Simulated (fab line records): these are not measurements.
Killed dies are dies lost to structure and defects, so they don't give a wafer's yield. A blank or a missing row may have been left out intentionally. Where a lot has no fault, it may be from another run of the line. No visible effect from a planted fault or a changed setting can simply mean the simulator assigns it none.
What tool caused it? || flow rit_cmos || Sampling: 7 lots, 21 wafers, 2 of 202 route steps

WHAT THE GAUGES SHOWED, per wafer
RIT_GATE_THK_MEAS_07.
{"lot": "L347", "measured": "day 2 23:32", "on": "film_metro-04", "GATE_OXIDE_THK (nm)": "3.05 3.02 2.96"}
{"lot": "L351", "measured": "day 3 19:25", "on": "film_metro-04", "GATE_OXIDE_THK (nm)": "2.97 2.98 2.97"}
{"lot": "L354", "measured": "day 4 10:43", "on": "film_metro-02", "GATE_OXIDE_THK (nm)": "3.08 3.04 3.02"}
{"lot": "L357", "measured": "day 4 23:29", "on": "film_metro-02", "GATE_OXIDE_THK (nm)": "3.02 2.93 3.05"}
{"lot": "L359", "measured": "day 5 09:18", "on": "film_metro-02", "GATE_OXIDE_THK (nm)": "3.04 3.14 3.01"}
{"lot": "L361", "measured": "day 5 19:29", "on": "film_metro-03", "GATE_OXIDE_THK (nm)": "4.07 4.03 4.12"}
{"lot": "L368", "measured": "day 7 08:28", "on": "film_metro-03", "GATE_OXIDE_THK (nm)": "2.98 3.03 2.98"}

TOOL THAT RAN EACH LOT (tool first, then ch and the chambers of the sampled wafers, then the start)
{"lot": "L347", "RIT_GATE_OXIDATION_05": "furnace-01 ch 0, day 2 22:11"}
{"lot": "L351", "RIT_GATE_OXIDATION_05": "furnace-01 ch 0, day 3 17:00"}
{"lot": "L354", "RIT_GATE_OXIDATION_05": "furnace-04 ch 0, day 4 09:23"}
{"lot": "L357", "RIT_GATE_OXIDATION_05": "furnace-04 ch 0, day 4 21:44"}
{"lot": "L359", "RIT_GATE_OXIDATION_05": "furnace-01 ch 0, day 5 07:58"}
{"lot": "L361", "RIT_GATE_OXIDATION_05": "furnace-04 ch 0, day 5 17:47"}
{"lot": "L368", "RIT_GATE_OXIDATION_05": "furnace-03 ch 0, day 7 05:49"}
- RIT_GATE_OXIDATION_05: target thk 3 nm, ox time 270 s.

THE ANSWER, worked out from the rows above alone
Rule: the lots themselves supply what counts as usual. Put in order of their means at a reading, lots are off if they are a third of the lots or fewer, leave a main group of 4 or more, and stand apart from it by a gap of 3 or more times the standard deviation of the main group's means; of several such gaps the widest counts. A main group whose means are all the same, to the digits that the tables above print for the reading, isn't used. Also off: a lot with no number at a reading for which 4 or more lots have one. All remaining lots with rows at the step are treated as sound.
Off: L361, seen at RIT_GATE_THK_MEAS_07 (GATE_OXIDE_THK). The main group: mean 3.02 nm, standard deviation 0.031.
If a tool, at a process step before that reading, ran all the lots that are off and no sound lot after the first of them, it fits. Gauges at RIT_GATE_THK_MEAS_07: tried the same way as those tools. One fits: RIT_GATE_OXIDATION_05 on furnace-04. A fault onset in the window from L357 (day 4 21:44, its last sound lot) to L361 (day 5 17:47, its first lot off) fits.

WHAT HAD BEEN PUT IN BY THE SIMULATOR
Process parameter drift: furnace-04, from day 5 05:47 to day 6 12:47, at RIT_GATE_OXIDATION_05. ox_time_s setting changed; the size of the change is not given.
Shown lots that were struck: L361. The rule given above showed the same thing.
